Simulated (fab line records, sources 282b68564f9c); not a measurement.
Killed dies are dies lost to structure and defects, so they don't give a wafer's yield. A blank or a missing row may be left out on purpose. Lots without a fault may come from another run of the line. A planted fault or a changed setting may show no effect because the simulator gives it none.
fab line records | flow rit_cmos
record lots=13 wafers=39 last_day=7
route steps=202 shown PLDD@123 M1@202
lots that met no fault: from a run of the same line without faults
start_h: hours from the record's first day to the start of the lot's first wafer shown | wait_h: hours since the lot's step before | " the same as in the row above | L1.1+2: a row that stands for several wafers | - no value, or no start given | * or withheld: withheld | < > ~ a bound
route shown NAME@n: a module of which the file shows steps, and the number in the route of the first | usual: mean/standard deviation of fault-free wafers | same: alike in all rows | chamber/n: place in a boat | sites: the reading at each site | _std_site: their standard deviation | _edge_site: outer sites' mean less inner sites' | radius_mm: how far each site lies from the wafer's centre | mask NAME#n: copy n | behind: the tool/chamber that last shaped the wafer | hold: why the lot was held/for how many hours/how that ended | device: the transistor (n, p or np) that didn't switch | end of line: the same wafers' tests at the end of the route | a step without rows: its recipe alone | killed: dies lost to structure and defects at the first sort, not the wafer's yield | map: a wafer's dies, x killed, . not, _ none there
set.NAME: the setting as run; set.NAME@STEP: as run at that earlier step | model.NAME: the simulator's own value behind a step, which no gauge read
steps of the route over a sample of lots; a table a step, a row a wafer
services: from which hour (start_h, from the record's first day; less than 0 if before it) a tool's chamber was out of use, for how many hours, and why
## steps
# step RIT_PLDD_STRIP_09
# recipe chemistry=O2 time_s=180 resist=NOVOLAK platen_temp_c=withheld power_w=500 pressure_mtorr=4000 o2_flow_sccm=4000
# usual drypump_motor_current_A=5.7/0.38 run_length_s=208.2/0.54
# columns lot.wafer tool chamber start_h wait_h drypump_motor_current_A rf_hours_counter_h run_length_s
L176.4 plasma_asher-04 0 49.89 0.1 5.5 - 207.6
L176.5 " 1 " " 6.1 - 209.3
L176.6 " 0 " " 5.6 - 208.1
L179.3 plasma_asher-04 0 60.20 0.1 5.5 - 207.4
L179.4 " 1 " " 6.1 - 208.8
L179.6 " 1 " " 6.1 - 208.9
L180.1 plasma_asher-04 1 72.01 0.1 6.1 28 208.9
L180.4 " 1 " " 6.1 - 209.0
L180.5 " 0 " " 5.6 - 207.8
L181.2 plasma_asher-02 1 74.59 0.1 6.1 44 207.8
L181.3 " 1 " " 6.0 - 207.8
L181.4 " 0 " " 5.2 - 208.3
L182.2 plasma_asher-02 1 78.88 0.1 6.0 44 207.9
L182.3 " 0 " " 5.1 - 208.1
L182.5 " 0 " " 5.2 - 208.2
L184.1 plasma_asher-02 1 88.80 0.1 6.1 45 208.2
L184.3 " 1 " " 6.0 - 208.0
L184.6 " 1 " " 6.1 - 207.7
L185.2 plasma_asher-02 1 96.17 0.1 6.0 46 207.7
L185.5 " 1 " " 6.0 - 207.8
L185.6 " 0 " " 5.2 - 208.6
L186.1 plasma_asher-01 1 99.22 0.1 5.5 47 208.0
L186.3 " 1 " " 5.5 - 208.1
L186.4 " 0 " " 5.3 - 208.0
L187.2 plasma_asher-04 0 105.18 0.1 5.5 31 207.6
L187.4 " 0 " " 5.5 - 207.4
L187.6 " 1 " " 6.1 - 208.8
L193.1 plasma_asher-04 1 130.45 0.1 6.1 35 72.1
L193.2 " 0 " " 5.6 35 72.4
L193.5 " 0 " " 5.6 - 72.2
L197.2 plasma_asher-01 1 151.73 0.1 5.5 3 207.8
L197.3 " 1 " " 5.5 - 208.2
L197.6 " 0 " " 5.3 - 207.6
L198.1 plasma_asher-01 1 158.43 0.1 5.5 4 207.9
L198.4 " 0 " " 5.3 - 207.5
L198.5 " 0 " " 5.3 - 207.9
L199.1 plasma_asher-02 1 163.65 0.1 6.0 54 207.8
L199.3 " 0 " " 5.2 - 208.7
L199.4 " 1 " " 6.0 - 208.2
# step RIT_M1_PROBE_99
# usual killed_at_M0_to_M3=0.0/0.12 killed_at_contacts=0.1/0.27 killed_at_front_end=7/3.1 killed_dies=7/3.1 killed_on_rim=1.8/1.5 killed_open=3.3/2.1 killed_short=3.5/2
# same gross_dies=264 killed_at_M4_up=0 killed_at_back_side=0 killed_at_other=0
# columns lot.wafer tool chamber start_h wait_h killed_at_M0_to_M3 killed_at_contacts killed_at_front_end killed_dies killed_on_rim killed_open killed_short
L184.1 prober-02 - 102.31 0.1 0 0 9 9 6 5 4
L184.3 prober-02 - 102.41 0.2 0 0 7 7 3 3 4
L184.6 prober-02 - 102.56 0.2 0 0 10 10 1 4 6
L193.1 prober-01 - 144.73 0.1 0 0 264 264 70 5 2
L193.2 prober-01 - 144.78 0.1 0 0 264 264 70 3 4
L193.5 prober-01 - 144.93 0.2 0 0 264 264 70 2 6
# killed by level:class
L184.1 GATE:geometric_particle:short=3 REOX:geometric_particle:open=2 FOX2:geometric_particle:open=1 REOX:geometric_particle:short=1 SPACER:geometric_particle:open=1 SILICIDE:geometric_particle:open=1
L184.3 FOX1:geometric_particle:short=3 REOX:geometric_particle:open=2 FOX1:geometric_particle:open=1 SPACER:geometric_particle:short=1
L184.6 FOX1:geometric_particle:short=3 SPACER:geometric_particle:open=2 FOX1:geometric_particle:open=1 GATE:geometric_particle:open=1 GATE:geometric_particle:short=1 REOX:geometric_particle:short=1 SPACER:geometric_particle:short=1
L193.1 SPACER:area_cvd=257 GATE:geometric_particle:open=3 FOX1:geometric_particle:short=1 FOX1:geometric_particle:open=1 FOX2:geometric_particle:short=1 FOX2:geometric_particle:open=1
L193.2 SPACER:area_cvd=257 GATE:geometric_particle:short=4 FOX1:geometric_particle:open=2 GATE:geometric_particle:open=1
L193.5 SPACER:area_cvd=256 GATE:geometric_particle:short=3 REOX:geometric_particle:short=3 GATE:geometric_particle:open=2
## services
# columns tool chamber start_h hours kind
plasma_asher-01 - 103.58 5.6 repair
plasma_asher-01 - 109.20 9.0 pm
plasma_asher-01 0 109.20 9.0 vent_cycle
plasma_asher-01 1 109.20 9.0 vent_cycle
plasma_asher-01 0 118.20 - clean
plasma_asher-01 1 118.20 - clean
plasma_asher-02 - 128.81 0.6 repair
## key
first_sign step=RIT_PLDD_STRIP_09 reading=run_length_s direction=down sigmas=99+ usual=* struck=*
effect step=RIT_M1_PROBE_99 reading=killed_dies direction=up sigmas=83 usual=7 struck=264
more_kills_born_at RIT_SPACER_CVD_03@lpcvd-02=770
met_at RIT_PLDD_STRIP_09
struck_lots L193
later_rows_left_out L193.1,L193.2,L193.5
tester_left_out L193
onset_between 105.18 130.45
fault kind=strip_aborted tool=plasma_asher-04 chamber=- onset_h=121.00 steps=RIT_PLDD_STRIP_09 offset=0.6 end_h=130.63
# tester_left_out: of these lots the tester's yield and bins aren't shown, on N5 and GAA mostly nor the transistor test; their killed dies are dies lost to structure and defects alone, not to doping, threshold or leakage, so they don't give the yield
# later_rows_left_out: the simulator's readings of these wafers behind a module that went badly wrong aren't trusted and aren't shown, but for the sort
